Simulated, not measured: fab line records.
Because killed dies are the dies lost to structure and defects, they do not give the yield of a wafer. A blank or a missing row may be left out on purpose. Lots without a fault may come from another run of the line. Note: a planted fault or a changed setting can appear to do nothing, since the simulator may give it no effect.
8D (eight disciplines) problem report, filled in by code + flow rit cmos + the parts of the form that need people (team, actions taken, sign-off) are left out

== 1. THE ISSUE ==
Mean of run length s at RIT_SDANNEAL_CLEAN_02: 356 s across 6 wafers in 2 lots; on wafers with no fault it is 629 s (standard deviation 4). Relative to the usual mean, that is a shift of -68 standard deviations.
The step: cleans in SC2, time 600 s.
First seen on wafer L509.2, day 7 17:59, on wet bench-02. The record has a number at this step for 42 wafers belonging to 14 lots. By rule, "out" or "out of limits" means more than 4 standard deviations away from the usual mean. The other wafers with a number count as sound.

== 2. WHAT IT IS, WHAT IT ISN'T ==
| question                    | is                     | is not                                                                 |
|-----------------------------|------------------------|------------------------------------------------------------------------|
| which readings at this step | run length s           | -                                                                      |
| which lots                  | L509, L510             | L490, L491, L492, L495, L496, L497, L498, L499, L500, L502, L503, L506 |
| which wafers of those lots  | all that have a number | -                                                                      |
| read on which tools         | wet bench-02           | wet bench-04                                                           |
| when                        | from day 7 17:59       | up to then (36 sound wafers)                                           |

== 3. SUSPECTS, AND WHAT RULES EACH OUT ==
Counting: any tool at a process step up to the reading is kept as a suspect provided that every lot that is out went through it and no sound lot did after the first of them.
- wet bench-02 at RIT_SDANNEAL_CLEAN_02 (cleans in SC2, time 600 s): kept. All lots that are out passed through it, beginning with L509 at day 7 17:59, and no sound lot followed; its final sound lot before that point was L506 at day 7 00:22. Out on those wafers are its own readings of run length s.
Left after counting: wet bench-02 at RIT_SDANNEAL_CLEAN_02.

== 4. THE CAUSE (what the simulator had put in) ==
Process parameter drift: wet bench-02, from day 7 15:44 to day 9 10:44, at RIT_SDANNEAL_CLEAN_02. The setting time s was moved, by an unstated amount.
After counting, this tool was the only one left.

== 5. SEQUENCE OF EFFECTS, ordered by route ==
Rows list readings where the struck wafers' mean (over those with a number) sits beyond 3 standard deviations from the usual. Only readings for which the record gives a usual standard deviation are gone through. hours: the time from each lot's start at the first step in this table that gives one to its start at this step, as a median over the lots. sigmas: the change in usual standard deviations.
| hours | step                  | reading      | usual | on struck wafers | change | sigmas |
|-------|-----------------------|--------------|-------|------------------|--------|--------|
| 0     | RIT_SDANNEAL_CLEAN_02 | run length s | 629 s | 356              | -273   | -68    |
It contains these process steps:
- RIT_SDANNEAL_CLEAN_02: cleans in SC2, time 600 s.

== 6. WHAT WOULD HAVE CAUGHT IT SOONER ==
The fault began at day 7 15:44; the first out-of-limits reading in this record came at day 7 17:59, 2 hours later.
